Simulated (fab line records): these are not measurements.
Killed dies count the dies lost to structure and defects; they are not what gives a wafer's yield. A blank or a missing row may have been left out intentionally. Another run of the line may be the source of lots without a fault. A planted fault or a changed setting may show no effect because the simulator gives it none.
fab line records	flow berkeley-cmos170
record lots=5	wafers=23
route steps=331 shown SILICIDE@211 CONTACT@217 V1@263 V2@306 M3@321
start-h: hours from the record's opening day to when the first of the lot's shown wafers began	wait-h: hours from the lot's prior step to this one	" identical to the entry in the row above	L1.1+2: a single row standing in for several wafers	- no value, or no start was given	* or withheld: withheld	< > ~ a bound
route shown NAME@n: a module of which the file shows steps, and the number in the route of the first	usual: mean/standard deviation of fault-free wafers	same: alike in all rows	chamber/n: place in a boat	sites: the reading at each site	_std_site: their standard deviation	_edge_site: the outer-site mean with the inner-site mean subtracted	radius-mm: for every site, how far away it sits from the centre of the wafer	mask NAME#n: copy n	behind: tool/chamber where the wafer was last shaped	hold: reason for holding the lot/hours on hold/outcome of the hold	device: the transistor (n, p or np) that didn't switch	end of line: tests run on the same wafers once the route is complete	where a step has no rows: the recipe by itself	killed: not the wafer's yield, but the dies lost to structure and defects at the first sort	map: the dies of a wafer, with x for killed, . for not killed, _ for no die there
set.NAME: the setting as run; set.NAME@STEP: as run at that earlier step	model.NAME: the simulator's own value behind a step, which no gauge read
lots where settings were altered on purpose, with a table for each step and a row for each wafer
## steps
# step UCB170_SILICIDE_SPUTTER_01
# recipe material=Ti	target-thk-nm=30	time-s=25	power-w=1500	chamber-pressure-pa=0.5
lot.wafer	tool	chamber	start-h	wait-h	set.time-s	model.Ti_of_SILICIDE_SPUTTER_01.thk-nm
L076.1	pvd-sputter-01	-	145.43	0.0	25	29.61
L076.2	"	-	"	"	28.07	33.45
L076.3	"	-	"	"	25	29.47
L076.4	"	-	"	"	28.07	33.68
L076.5	"	-	"	"	28.07	32.95
L082.1	pvd-sputter-03	-	171.62	0.0	27.02	32.64
L082.2	"	-	"	"	27.02	32.44
L082.3	"	-	"	"	27.02	32.23
L082.5	"	-	"	"	25	30.21
L082.6	"	-	"	"	25	30.02
L084.2	pvd-sputter-03	-	195.99	0.0	25	29.96
L084.3	"	-	"	"	25	29.87
L084.4	"	-	"	"	25	29.65
L085.1	pvd-sputter-01	-	196.00	0.0	22.12	26.56
L085.3	"	-	"	"	22.12	26.42
L085.4	"	-	"	"	22.12	26.52
L085.5	"	-	"	"	25	29.92
L085.6	"	-	"	"	25	30.21
L083.1	pvd-sputter-03	-	200.10	0.0	23.4	28.01
L083.2	"	-	"	"	23.4	28.23
L083.3	"	-	"	"	25	29.57
L083.4	"	-	"	"	25	30.46
L083.6	"	-	"	"	25	29.85
# step UCB170_SILICIDE_RS_MEAS_02
# recipe thk-meas-gauge=four-point-probe	reads=Ti_of_SILICIDE_SPUTTER_01
# usual SILICIDE_TI_RS=26.2/0.37
lot.wafer	tool	chamber	start-h	wait-h	set.time-s@SILICIDE_SPUTTER_01	SILICIDE_TI_RS[ohm/sq]
L076.1	film-metro-03	-	145.46	0.0	25	26.5
L076.2	"	-	"	"	28.07	23.1
L076.3	"	-	"	"	25	26.7
L076.4	"	-	"	"	28.07	22.8
L076.5	"	-	"	"	28.07	23.4
L082.1	film-metro-03	-	171.65	0.0	27.02	23.7
L082.2	"	-	"	"	27.02	23.9
L082.3	"	-	"	"	27.02	24.0
L082.5	"	-	"	"	25	25.9
L082.6	"	-	"	"	25	26.1
L085.1	film-metro-01	-	196.03	0.0	22.12	30.2
L085.3	"	-	"	"	22.12	30.4
L085.4	"	-	"	"	22.12	30.3
L085.5	"	-	"	"	25	26.2
L085.6	"	-	"	"	25	25.9
L084.2	film-metro-03	-	196.04	0.0	25	26.2
L084.3	"	-	"	"	25	26.3
L084.4	"	-	"	"	25	26.5
L083.1	film-metro-03	-	200.13	0.0	23.4	28.4
L083.2	"	-	"	"	23.4	28.1
L083.3	"	-	"	"	25	26.6
L083.4	"	-	"	"	25	25.7
L083.6	"	-	"	"	25	26.3
# step UCB170_SILICIDE_THK_MEAS_03
# recipe thk-meas-gauge=xrf	reads=Ti_of_SILICIDE_SPUTTER_01
# usual SILICIDE_TI_THK=30.1/0.39
lot.wafer	tool	chamber	start-h	wait-h	set.time-s@SILICIDE_SPUTTER_01	SILICIDE_TI_THK[nm]
L076.1	film-metro-03	-	145.58	0.1	25	29.8
L076.2	"	-	"	"	28.07	33.7
L076.3	"	-	"	"	25	29.8
L076.4	"	-	"	"	28.07	33.9
L076.5	"	-	"	"	28.07	33.2
L082.1	film-metro-03	-	171.77	0.1	27.02	33.0
L082.2	"	-	"	"	27.02	32.8
L082.3	"	-	"	"	27.02	32.5
L082.5	"	-	"	"	25	30.5
L082.6	"	-	"	"	25	30.1
L085.1	film-metro-01	-	196.15	0.1	22.12	26.9
L085.3	"	-	"	"	22.12	26.7
L085.4	"	-	"	"	22.12	26.8
L085.5	"	-	"	"	25	30.4
L085.6	"	-	"	"	25	30.5
L084.2	film-metro-03	-	196.15	0.1	25	30.2
L084.3	"	-	"	"	25	30.2
L084.4	"	-	"	"	25	30.0
L083.1	film-metro-03	-	200.25	0.1	23.4	28.3
L083.2	"	-	"	"	23.4	28.4
L083.3	"	-	"	"	25	29.9
L083.4	"	-	"	"	25	30.8
L083.6	"	-	"	"	25	30.0
# step UCB170_CONTACT_CVD_01
# recipe material=PSG	target-thk-nm=700	temp-c=450	precursor=SiH4/O2/PH3	time-s=2820	pressure-mtorr=300	sih4-flow-sccm=60	o2-flow-sccm=90	ph3-flow-sccm=25
lot.wafer	tool	chamber	start-h	wait-h	set.ph3-flow-sccm	model.PSG_of_CONTACT_CVD_01.thk-nm
L076.1	-	-	-	1.0	27.31	718.8
L076.2	"	-	"	"	27.31	712.6
L076.3	"	-	"	"	27.31	711.9
L076.4	"	-	"	"	27.31	719.1
L076.5	"	-	"	"	27.31	712.5
L082.1	-	-	-	0.0	26.31	708.7
L082.2	"	-	"	"	26.31	710.1
L082.3	"	-	"	"	26.31	712.6
L082.5	"	-	"	"	26.31	707.5
L082.6	"	-	"	"	26.31	706.3
L084.2	lpcvd-01	1	196.49	0.0	25	705.5
L084.3	"	1	"	"	25	699.4
L084.4	"	1	"	"	25	703.2
L085.1	-	-	-	1.0	26.44	704.3
L085.3	"	-	"	"	26.44	710.3
L085.4	"	-	"	"	26.44	712.9
L085.5	"	-	"	"	26.44	711.3
L085.6	"	-	"	"	26.44	711.9
L083.1	-	-	-	0.8	22.42	697.1
L083.2	"	-	"	"	22.42	696.6
L083.3	"	-	"	"	22.42	696.3
L083.4	"	-	"	"	22.42	695.6
L083.6	"	-	"	"	22.42	695.1
# step UCB170_CONTACT_COAT_10
# recipe resist=KrF	spin-rpm=1500	resist-thk-nm=900
lot.wafer	tool	chamber	start-h	wait-h	set.resist-thk-nm	model.KrF_of_CONTACT_COAT_10.thk-nm
L076.1	litho-track-02	0	-	-	900	900.9
L076.2	"	0	"	"	919.1	916.2
L076.3	"	0	"	"	900	897.1
L076.4	"	0	"	"	919.1	916.6
L076.5	"	0	"	"	900	901.8
L082.1	litho-track-02	0	-	-	900	900.6
L082.2	"	0	"	"	918.7	917.1
L082.3	"	0	"	"	900	900.1
L082.5	"	0	"	"	918.7	918.8
L082.6	"	0	"	"	918.7	920.1
L084.2	litho-track-04	0	-	-	900	899.7
L084.3	"	0	"	"	900	901.4
L084.4	"	0	"	"	900	899.5
L085.1	litho-track-01	0	-	-	900	905.6
L085.3	"	0	"	"	900	904.6
L085.4	"	0	"	"	900	903.6
L085.5	"	0	"	"	900	904
L085.6	"	0	"	"	900	905.8
L083.1	litho-track-02	0	-	-	886.1	887.4
L083.2	"	0	"	"	900	898.2
L083.3	"	0	"	"	886.1	887
L083.4	"	0	"	"	886.1	884.3
L083.6	"	0	"	"	900	897.4
# step UCB170_CONTACT_SOFTBAKE_11
# recipe resist=KrF	temp-c=130	time-s=60
# step UCB170_CONTACT_EXPOSE_12
# recipe mask-id=CONT	target-cd-nm=700	na=0.5	sigma-outer=0.6	source-shape=conventional	dose-mj=35
# step UCB170_CONTACT_ETCH_17
# recipe chemistry=N2/H2	target-depth-a=withheld	overetch-a=withheld	target=BARC	time-s=withheld	source-w=500	bias-w=100	pressure-mtorr=30	n2-flow-sccm=100	h2-flow-sccm=200
# step UCB170_CONTACT_ETCH_18
# recipe chemistry=CHF3/CF4/Ar	target=PSG	stop-on=TiSi2	CHF3_flow_sccm=45	cf4-flow-sccm=15	Ar_flow_sccm=150	pressure-mtorr=200	rf-w=700	target-depth-a=8400	over-etch-frac=0.2	time-s=195
lot.wafer	tool	chamber	start-h	wait-h	set.resist-thk-nm@CONTACT_COAT_10	model.KrF_of_CONTACT_COAT_10.thk-nm
L076.1	rie-diel-03	0	-	-	900	696.4
L076.2	"	2	"	"	919.1	711.9
L076.3	"	3	"	"	900	693.1
L076.4	"	1	"	"	919.1	711.3
L076.5	"	3	"	"	900	696.1
L082.1	rie-diel-01	2	-	-	900	696.7
L082.2	"	3	"	"	918.7	705.5
L082.3	"	0	"	"	900	690.5
L082.5	"	0	"	"	918.7	708.4
L082.6	"	3	"	"	918.7	708.3
L084.2	rie-diel-02	2	-	-	900	692.4
L084.3	"	1	"	"	900	691.3
L084.4	"	3	"	"	900	691.9
L085.1	rie-diel-03	3	-	-	900	700.4
L085.3	"	2	"	"	900	700.3
L085.4	"	0	"	"	900	699.8
L085.5	"	1	"	"	900	697.3
L085.6	"	2	"	"	900	699.7
L083.1	rie-diel-02	0	-	-	886.1	681.3
L083.2	"	3	"	"	900	694.8
L083.3	"	2	"	"	886.1	683.3
L083.4	"	1	"	"	886.1	674
L083.6	"	2	"	"	900	692.9
# step UCB170_V1_EXPOSE_09
# recipe mask-id=VIA1	target-cd-nm=700	na=0.5	sigma-outer=0.6	source-shape=conventional	dose-mj=37
lot.wafer	tool	chamber	start-h	wait-h	mask	set.dose-mj
L076.1+2+3	krf-scanner-02	0	162.95	0.4	VIA1#0	37.79
L076.4+5	"	0	"	"	VIA1#0	37
L082.1+3+6	krf-scanner-01	0	185.14	0.4	VIA1#0	34.53
L082.2+5	"	0	"	"	VIA1#0	37
L085.1+5+6	krf-scanner-01	0	208.96	0.1	VIA1#0	37
L085.3+4	"	0	"	"	VIA1#0	35.47
L084.2+3+4	krf-scanner-01	0	209.15	0.1	VIA1#0	37
L083.1+6	krf-scanner-01	0	211.94	0.2	VIA1#0	37.91
L083.2+3+4	"	0	"	"	VIA1#0	37
# step UCB170_V1_PEB_10
# recipe peb-temp-c=130	peb-time-s=withheld	resist=KrF
# step UCB170_V1_DEVELOP_11
# recipe developer=TMAH	develop-time-s=45	resist=KrF	dev-temp-c=21
# step UCB170_V1_CD_MEAS_12
# recipe target-cd-nm=700
# usual cd-nm=700.7/1.4
lot.wafer	tool	chamber	start-h	wait-h	set.dose-mj@V1_EXPOSE_09	cd-nm
L076.1	cd-sem-02	-	163.35	-	37.79	704.9
L076.2	"	-	"	"	37.79	704.2
L076.3	"	-	"	"	37.79	705.1
L076.4	"	-	"	"	37	701.9
L076.5	"	-	"	"	37	701.3
L082.1	cd-sem-01	-	185.65	-	34.53	687.3
L082.2	"	-	"	"	37	699.9
L082.3	"	-	"	"	34.53	687.8
L082.5	"	-	"	"	37	700.0
L082.6	"	-	"	"	34.53	687.0
L085.1	cd-sem-02	-	209.35	-	37	703.5
L085.3	"	-	"	"	35.47	695.3
L085.4	"	-	"	"	35.47	696.2
L085.5	"	-	"	"	37	703.2
L085.6	"	-	"	"	37	702.3
L084.2	cd-sem-01	-	209.54	-	37	701.8
L084.3	"	-	"	"	37	700.8
L084.4	"	-	"	"	37	702.2
L083.1	cd-sem-01	-	212.33	-	37.91	705.4
L083.2	"	-	"	"	37	700.7
L083.3	"	-	"	"	37	699.4
L083.4	"	-	"	"	37	700.7
L083.6	"	-	"	"	37.91	705.8
# step UCB170_V1_ETCH_14
# recipe chemistry=CHF3/CF4/Ar	target=SiO2	stop-on=Al	CHF3_flow_sccm=45	cf4-flow-sccm=15	Ar_flow_sccm=150	pressure-mtorr=200	rf-w=700	target-depth-a=12500	over-etch-frac=0.25	time-s=291
lot.wafer	tool	chamber	start-h	wait-h	set.dose-mj@V1_EXPOSE_09	model.V1.cd-nm
L076.1	rie-diel-03	2	163.50	0.0	37.79	704.7
L076.2	"	3	"	"	37.79	703.1
L076.3	"	0	"	"	37.79	703
L076.4	"	1	"	"	37	701.4
L076.5	"	3	"	"	37	699.6
L082.1	rie-diel-03	3	185.81	0.0	34.53	686.9
L082.2	"	0	"	"	37	698.6
L082.3	"	1	"	"	34.53	687.8
L082.5	"	2	"	"	37	700.2
L082.6	"	1	"	"	34.53	687
L085.1	rie-diel-04	3	209.51	0.0	37	702.9
L085.3	"	0	"	"	35.47	695.2
L085.4	"	2	"	"	35.47	696.6
L085.5	"	1	"	"	37	702.3
L085.6	"	0	"	"	37	701.4
L084.2	rie-diel-03	3	209.68	0.0	37	701
L084.3	"	2	"	"	37	700.5
L084.4	"	1	"	"	37	700.8
L083.1	rie-diel-04	1	212.49	0.0	37.91	705
L083.2	"	2	"	"	37	702
L083.3	"	3	"	"	37	699.3
L083.4	"	0	"	"	37	700.6
L083.6	"	2	"	"	37.91	706.7
# step UCB170_V1_STRIP_15
# recipe chemistry=O2	power-w=400	pressure-mtorr=3500	platen-temp-c=withheld	o2-flow-sccm=400	overash-fraction=0.5
lot.wafer	tool	chamber	start-h	wait-h	set.pressure-mtorr
L076.1+2+3+4+5	plasma-asher-04	1,0,1,0,1	163.68	0.1	3500
L082.1+2+3+5+6	plasma-asher-04	1,0,1,1,0	185.99	0.1	3904
L085.1+3+4+5+6	plasma-asher-03	0,1,0,0,1	209.69	0.1	3365
L084.2+3+4	plasma-asher-04	0,0,1	209.86	0.1	3500
L083.1+2+3+4+6	plasma-asher-01	0,1,1,0,1	212.67	0.1	4000
# step UCB170_V1_CD_MEAS_90
# recipe target-cd-nm=700
# usual cd-nm=700.4/1.5
lot.wafer	tool	chamber	start-h	wait-h	set.dose-mj@V1_EXPOSE_09	cd-nm
L076.1	cd-sem-01	-	163.78	0.1	37.79	704.6
L076.2	"	-	"	"	37.79	703.2
L076.3	"	-	"	"	37.79	702.7
L076.4	"	-	"	"	37	701.4
L076.5	"	-	"	"	37	699.7
L082.1	cd-sem-02	-	186.09	0.1	34.53	687.0
L082.2	"	-	"	"	37	698.2
L082.3	"	-	"	"	34.53	687.8
L082.5	"	-	"	"	37	700.0
L082.6	"	-	"	"	34.53	687.0
L085.1	cd-sem-02	-	209.79	0.1	37	702.7
L085.3	"	-	"	"	35.47	695.1
L085.4	"	-	"	"	35.47	696.4
L085.5	"	-	"	"	37	702.6
L085.6	"	-	"	"	37	701.3
L084.2	cd-sem-01	-	209.98	0.1	37	701.2
L084.3	"	-	"	"	37	700.7
L084.4	"	-	"	"	37	700.8
L083.1	cd-sem-01	-	212.83	0.1	37.91	704.6
L083.2	"	-	"	"	37	701.9
L083.3	"	-	"	"	37	699.5
L083.4	"	-	"	"	37	700.9
L083.6	"	-	"	"	37.91	706.7
# step UCB170_V2_ETCH_14
# recipe chemistry=CHF3/CF4/Ar	target=SiO2	stop-on=Al	CHF3_flow_sccm=45	cf4-flow-sccm=15	Ar_flow_sccm=150	pressure-mtorr=200	rf-w=700	target-depth-a=12500	over-etch-frac=0.25	time-s=291
lot.wafer	tool	chamber	start-h	wait-h	set.rf-w	model.KrF_of_V2_COAT_07.thk-nm
L076.1	rie-diel-03	1	171.09	0.0	700	608.4
L076.2	"	3	"	"	617.4	629.3
L076.3	"	2	"	"	617.4	630
L076.4	"	0	"	"	700	613.2
L076.5	"	2	"	"	617.4	627.1
L082.1	rie-diel-02	2	192.18	0.0	700	611.2
L082.2	"	1	"	"	752.5	592.7
L082.3	"	0	"	"	700	612.8
L082.5	"	2	"	"	752.5	604.4
L082.6	"	3	"	"	752.5	601.8
L085.1	rie-diel-03	3	216.05	0.0	724.5	613.8
L085.3	"	0	"	"	724.5	608.3
L085.4	"	1	"	"	724.5	607.3
L085.5	"	2	"	"	700	614.4
L085.6	"	1	"	"	700	610.1
L084.2	rie-diel-02	0	216.33	0.0	700	613.7
L084.3	"	2	"	"	700	618.8
L084.4	"	3	"	"	700	615.2
L083.1	rie-diel-01	0	219.38	0.0	738.6	599.4
L083.2	"	2	"	"	738.6	607.7
L083.3	"	3	"	"	738.6	602
L083.4	"	1	"	"	700	615.6
L083.6	"	2	"	"	700	615.5
# step UCB170_V2_STRIP_15
# recipe chemistry=O2	power-w=400	pressure-mtorr=3500	platen-temp-c=withheld	o2-flow-sccm=400	overash-fraction=0.5
# usual strip-time-to-endpoint-s=15.33/0.1
lot.wafer	tool	chamber	start-h	wait-h	set.rf-w@V2_ETCH_14	strip-time-to-endpoint-s
L076.1	plasma-asher-04	1	171.27	0.1	700	15.29
L076.2	"	0	"	"	617.4	15.75
L076.3	"	1	"	"	617.4	15.80
L076.4	"	0	"	"	700	15.38
L076.5	"	0	"	"	617.4	15.71
L082.1	plasma-asher-04	0	192.36	0.1	700	15.32
L082.2	"	1	"	"	752.5	14.89
L082.3	"	0	"	"	700	15.37
L082.5	"	0	"	"	752.5	15.17
L082.6	"	1	"	"	752.5	15.11
L085.1	plasma-asher-01	1	216.23	0.1	724.5	15.40
L085.3	"	0	"	"	724.5	15.28
L085.4	"	1	"	"	724.5	15.24
L085.5	"	1	"	"	700	15.40
L085.6	"	0	"	"	700	15.31
L084.2	plasma-asher-02	0	216.50	0.1	700	15.40
L084.3	"	0	"	"	700	15.52
L084.4	"	1	"	"	700	15.44
L083.1	plasma-asher-02	0	219.56	0.1	738.6	15.06
L083.2	"	1	"	"	738.6	15.24
L083.3	"	1	"	"	738.6	15.14
L083.4	"	0	"	"	700	15.43
L083.6	"	0	"	"	700	15.44
# step UCB170_M3_EXPOSE_12
# recipe mask-id=METAL3	target-cd-nm=700	na=0.5	sigma-outer=0.6	source-shape=conventional	dose-mj=26
lot.wafer	tool	chamber	start-h	wait-h	mask	set.dose-mj
L076.1+3+5	krf-scanner-02	0	173.50	-	METAL3#0	24.37
L076.2+4	"	0	"	"	METAL3#0	26
L082.1+6	krf-scanner-01	0	195.13	-	METAL3#0	25.03
L082.2+3+5	"	0	"	"	METAL3#0	26
L085.1+4+5	krf-scanner-01	0	218.32	-	METAL3#0	26
L085.3+6	"	0	"	"	METAL3#0	24.82
L084.2+3+4	krf-scanner-01	0	218.66	-	METAL3#0	26
L083.1+2+6	krf-scanner-01	0	221.62	-	METAL3#0	26
L083.3+4	"	0	"	"	METAL3#0	27.69
# step UCB170_M3_PEB_13
# recipe peb-temp-c=130	peb-time-s=withheld	resist=KrF
# step UCB170_M3_DEVELOP_14
# recipe developer=TMAH	develop-time-s=45	resist=KrF	dev-temp-c=21
# step UCB170_M3_CD_MEAS_15
# recipe target-cd-nm=700
# usual cd-nm=700.5/1
lot.wafer	tool	chamber	start-h	wait-h	set.dose-mj@M3_EXPOSE_12	cd-nm
L076.1	cd-sem-01	-	173.90	-	24.37	711.6
L076.2	"	-	"	"	26	699.3
L076.3	"	-	"	"	24.37	711.6
L076.4	"	-	"	"	26	699.4
L076.5	"	-	"	"	24.37	710.6
L082.1	cd-sem-02	-	195.73	-	25.03	707.7
L082.2	"	-	"	"	26	701.0
L082.3	"	-	"	"	26	700.1
L082.5	"	-	"	"	26	699.7
L082.6	"	-	"	"	25.03	706.7
L085.1	cd-sem-01	-	218.92	-	26	700.9
L085.3	"	-	"	"	24.82	708.8
L085.4	"	-	"	"	26	701.7
L085.5	"	-	"	"	26	700.2
L085.6	"	-	"	"	24.82	708.4
L084.2	cd-sem-02	-	219.21	-	26	700.1
L084.3	"	-	"	"	26	700.2
L084.4	"	-	"	"	26	701.4
L083.1	cd-sem-02	-	222.01	-	26	699.5
L083.2	"	-	"	"	26	697.5
L083.3	"	-	"	"	27.69	687.9
L083.4	"	-	"	"	27.69	688.1
L083.6	"	-	"	"	26	698.6
# step UCB170_M3_ETCH_17
# recipe chemistry=N2/H2	target-depth-a=withheld	overetch-a=withheld	target=BARC	time-s=withheld	source-w=500	bias-w=100	pressure-mtorr=30	n2-flow-sccm=100	h2-flow-sccm=200
lot.wafer	tool	chamber	start-h	wait-h	set.dose-mj@M3_EXPOSE_12	model.M3.cd-nm
L076.1	rie-diel-04	3	174.05	0.0	24.37	711.4
L076.2	"	2	"	"	26	699.1
L076.3	"	1	"	"	24.37	711.6
L076.4	"	0	"	"	26	699.7
L076.5	"	3	"	"	24.37	710.3
L082.1	rie-diel-02	0	195.90	0.0	25.03	708
L082.2	"	1	"	"	26	700.9
L082.3	"	2	"	"	26	700.5
L082.5	"	2	"	"	26	700
L082.6	"	3	"	"	25.03	706.4
L085.1	rie-diel-01	3	219.07	0.0	26	700
L085.3	"	1	"	"	24.82	709.4
L085.4	"	0	"	"	26	701.9
L085.5	"	1	"	"	26	700.1
L085.6	"	2	"	"	24.82	709.1
L084.2	rie-diel-04	3	219.35	0.0	26	699.9
L084.3	"	1	"	"	26	700.1
L084.4	"	0	"	"	26	701.7
L083.1	rie-diel-02	1	222.16	0.0	26	698.8
L083.2	"	3	"	"	26	698
L083.3	"	2	"	"	27.69	687.5
L083.4	"	0	"	"	27.69	688.1
L083.6	"	2	"	"	26	699.2
## key
split step=UCB170_SILICIDE_SPUTTER_01	setting=time-s	stated=25	by=wafer
response step=UCB170_SILICIDE_SPUTTER_01	reading=model.Ti_of_SILICIDE_SPUTTER_01.thk-nm	change=+0.304	per=1%	r=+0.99
response step=UCB170_SILICIDE_RS_MEAS_02	reading=SILICIDE_TI_RS	change=-0.312	per=1%	r=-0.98
response step=UCB170_SILICIDE_THK_MEAS_03	reading=SILICIDE_TI_THK	change=+0.31	per=1%	r=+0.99
split step=UCB170_CONTACT_CVD_01	setting=ph3-flow-sccm	stated=25	by=lot
response step=UCB170_CONTACT_CVD_01	reading=model.PSG_of_CONTACT_CVD_01.thk-nm	change=+0.932	per=1%	r=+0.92
split step=UCB170_CONTACT_COAT_10	setting=resist-thk-nm	stated=900	by=wafer
response step=UCB170_CONTACT_COAT_10	reading=model.KrF_of_CONTACT_COAT_10.thk-nm	change=+8.11	per=1%	r=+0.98
response step=UCB170_CONTACT_ETCH_18	reading=model.KrF_of_CONTACT_COAT_10.thk-nm	change=+7.64	per=1%	r=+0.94
split step=UCB170_V1_EXPOSE_09	setting=dose-mj	stated=37	by=wafer
response step=UCB170_V1_CD_MEAS_12	reading=cd-nm	change=+1.85	per=1%	r=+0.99
response step=UCB170_V1_ETCH_14	reading=model.V1.cd-nm	change=+1.75	per=1%	r=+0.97
response step=UCB170_V1_CD_MEAS_90	reading=cd-nm	change=+1.72	per=1%	r=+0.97
split step=UCB170_V1_STRIP_15	setting=pressure-mtorr	stated=3500	by=lot
response none clear
split step=UCB170_V2_ETCH_14	setting=rf-w	stated=700	by=wafer
response step=UCB170_V2_ETCH_14	reading=model.KrF_of_V2_COAT_07.thk-nm	change=-1.61	per=1%	r=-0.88
response step=UCB170_V2_STRIP_15	reading=strip-time-to-endpoint-s	change=*	per=1%	r=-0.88
split step=UCB170_M3_EXPOSE_12	setting=dose-mj	stated=26	by=wafer
response step=UCB170_M3_CD_MEAS_15	reading=cd-nm	change=-1.75	per=1%	r=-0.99
response step=UCB170_M3_ETCH_17	reading=model.M3.cd-nm	change=-1.79	per=1%	r=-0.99
